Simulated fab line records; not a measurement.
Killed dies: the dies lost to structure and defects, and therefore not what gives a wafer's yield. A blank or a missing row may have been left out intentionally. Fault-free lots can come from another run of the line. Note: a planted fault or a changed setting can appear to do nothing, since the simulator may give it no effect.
Which tool is to blame? | flow rit cmos | Sampling: 14 lots, 42 wafers, 5 of 202 route steps

## WHAT THE GAUGES READ, wafer by wafer
RIT_FOX2_THK_MEAS_01.
lot  | measured    | on            | FOX2_OXIDE_THK (nm)
L154 | day 1 20:34 | film metro-04 | 350 348 351
L155 | day 2 01:25 | film metro-04 | 346 352 345
L158 | day 2 16:44 | film metro-01 | 341 345 342
L159 | day 3 00:13 | film metro-01 | 356 346 343
L163 | day 3 18:24 | film metro-02 | 364 356 350
L164 | day 3 21:17 | film metro-02 | 349 345 342
L170 | day 5 04:13 | film metro-02 | 352 357 356
L171 | day 5 08:41 | film metro-02 | 346 347 352
L172 | day 5 14:59 | film metro-04 | 359 359 359
L173 | day 5 19:35 | film metro-01 | 353 356 352
L174 | day 5 23:52 | film metro-01 | 357 356 356
L175 | day 6 05:14 | film metro-01 | 360 358 360
L176 | day 6 09:07 | film metro-02 | 356 359 357
L177 | day 6 13:28 | film metro-02 | 366 367 368

RIT_FOX2_THK_MEAS_90.
lot  | measured    | on            | FIELD_OXIDE_LEFT_1_THK (nm)
L154 | day 1 21:26 | film metro-01 | 322 320 324
L155 | day 2 02:22 | film metro-04 | 319 325 318
L158 | day 2 17:37 | film metro-04 | 314 317 315
L159 | day 3 01:14 | film metro-01 | 328 318 316
L163 | day 3 19:20 | film metro-01 | 336 328 322
L164 | day 3 22:10 | film metro-02 | 321 318 315
L170 | day 5 05:17 | film metro-02 | 325 330 329
L171 | day 5 09:38 | film metro-02 | 318 320 325
L172 | day 5 15:51 | film metro-01 | 333 332 331
L173 | day 5 20:31 | film metro-01 | 326 329 326
L174 | day 6 00:49 | film metro-01 | 330 329 329
L175 | day 6 06:07 | film metro-01 | 333 330 332
L176 | day 6 10:01 | film metro-01 | 328 331 330
L177 | day 6 14:21 | film metro-01 | 339 340 341

RIT_GATE_CD_MEAS_90: target cd 150 nm.
lot  | measured    | on        | cd nm (nm)
L154 | day 2 15:01 | cd sem-02 | 150.3 149.7 151.0
L155 | day 3 00:23 | cd sem-02 | 153.4 153.2 152.5
L158 | day 3 12:40 | cd sem-01 | 153.1 151.8 153.5
L159 | day 3 19:38 | cd sem-02 | 154.2 155.8 153.9
L163 | day 4 14:08 | cd sem-02 | 148.2 149.1 148.5
L164 | day 4 17:02 | cd sem-02 | 149.5 148.3 149.7
L170 | day 5 22:26 | cd sem-02 | 149.6 152.2 150.5
L171 | day 6 07:04 | cd sem-01 | 152.5 149.4 152.2
L172 | day 6 11:13 | cd sem-01 | 154.1 152.0 152.0
L173 | day 6 13:37 | cd sem-02 | 145.6 147.3 145.1
L174 | day 6 21:29 | cd sem-02 | 150.6 152.9 150.1
L175 | day 7 01:53 | cd sem-02 | 148.7 149.1 149.0
L176 | day 7 04:18 | cd sem-01 | 155.9 151.6 152.0
L177 | day 7 10:28 | cd sem-02 | 151.0 149.6 151.3

RIT_CONTACT_CD_MEAS_90: target cd 1000 nm.
lot  | measured    | on        | cd nm (nm)
L154 | day 3 06:26 | cd sem-02 | 999.4 999.0 997.2
L155 | day 3 15:04 | cd sem-02 | 1000.1 1000.5 1002.2
L158 | day 4 04:25 | cd sem-02 | 999.7 998.8 1001.1
L159 | day 4 11:35 | cd sem-01 | 1001.4 1001.1 999.7
L163 | day 5 05:59 | cd sem-01 | - - -
L164 | day 5 09:43 | cd sem-01 | - - -
L170 | day 6 14:37 | cd sem-02 | 1000.6 1001.6 1000.2
L171 | day 6 22:04 | cd sem-02 | 997.2 996.9 996.7
L172 | day 7 02:12 | cd sem-01 | 1003.2 1001.0 1001.2
L173 | day 7 06:04 | cd sem-02 | 1001.4 998.6 1000.5
L174 | day 7 13:09 | cd sem-02 | 998.6 997.8 997.6
L175 | day 7 17:32 | cd sem-02 | 1000.5 999.4 999.1
L176 | day 7 20:52 | cd sem-02 | 997.1 999.9 999.7
L177 | day 8 04:41 | cd sem-02 | 1003.6 1004.0 1004.3

## TOOL THAT RAN EACH LOT (tool first, then ch and the chambers of the sampled wafers, then the start)
lot  | RIT_CONTACT_CVD_00
L154 | pecvd-02 ch 0,2, day 3 04:40
L155 | pecvd-03 ch 1,2, day 3 13:19
L158 | pecvd-03 ch 0,1,2, day 4 02:40
L159 | pecvd-01 ch 1,2, day 4 09:42
L163 | pecvd-02 ch 0,1,2, day 5 04:03
L164 | pecvd-03 ch 0,1,2, day 5 07:56
L170 | pecvd-03 ch 1,2, day 6 12:44
L171 | pecvd-01 ch 0,1, day 6 20:06
L172 | pecvd-02 ch 0,2, day 7 00:13
L173 | pecvd-03 ch 0,2, day 7 04:09
L174 | pecvd-01 ch 0,1,2, day 7 11:17
L175 | pecvd-02 ch 0,1,2, day 7 15:44
L176 | pecvd-03 ch 0,1,2, day 7 19:05
L177 | pecvd-01 ch 1, day 8 02:53
- RIT_CONTACT_CVD_00: deposits SiO2 from TEOS, target thk 400 nm, time 61 s.

## WHAT THE TOOLS THEMSELVES READ (means of the sampled wafers that have a number; where no wafer has one, the mark that the record gives instead)
RIT_CONTACT_CVD_00.
lot  | tool     | heater power w (W) | rf fwd power W (W)
L154 | pecvd-02 | 315                | 409.0
L155 | pecvd-03 | 349                | 407.8
L158 | pecvd-03 | 339                | 407.9
L159 | pecvd-01 | 292                | 411.2
L163 | pecvd-02 | -                  | -
L164 | pecvd-03 | -                  | -
L170 | pecvd-03 | 358                | 407.5
L171 | pecvd-01 | 332                | 411.1
L172 | pecvd-02 | 316                | 407.8
L173 | pecvd-03 | 366                | 408.1
L174 | pecvd-01 | 287                | 410.7
L175 | pecvd-02 | 337                | 408.3
L176 | pecvd-03 | 326                | 408.9
L177 | pecvd-01 | 265                | 412.6

## THE ANSWER, worked out from the rows above alone
Rule: the usual values come from the lots themselves. Put in order of their means at a reading, lots are off if they are a third of the lots or fewer, leave a main group of 4 or more, and stand apart from it by a gap of 3 or more times the standard deviation of the main group's means; of several such gaps the widest counts. A main group is skipped when, at the precision printed for the reading in the tables above, its means are all equal. A lot without any number at a reading at which 4 lots or more have one is off too. The other lots that the step has rows for count as sound. After the gauges, taken in route order, come the tools' own readings; for these a lot's mean is taken, as printed above. At the first step where some lot is off, the reading lying furthest off is the one used; lots without a number count as furthest.
Off, at RIT_CONTACT_CD_MEAS_90 on cd nm: L163, L164. Without a number there: L163, L164. Mean 1000.0 nm and standard deviation 1.8 in the main group.
If a tool, at a process step before that reading, ran all the lots that are off and no sound lot after the first of them, it fits. Not tried: the gauges at RIT_CONTACT_CD_MEAS_90; whatever is off there is also off at RIT_CONTACT_CVD_00, on other tools, and gauge error can't account for it. Not one of the candidates tried fits.

## WHAT WAS PUT IN BY THE SIMULATOR
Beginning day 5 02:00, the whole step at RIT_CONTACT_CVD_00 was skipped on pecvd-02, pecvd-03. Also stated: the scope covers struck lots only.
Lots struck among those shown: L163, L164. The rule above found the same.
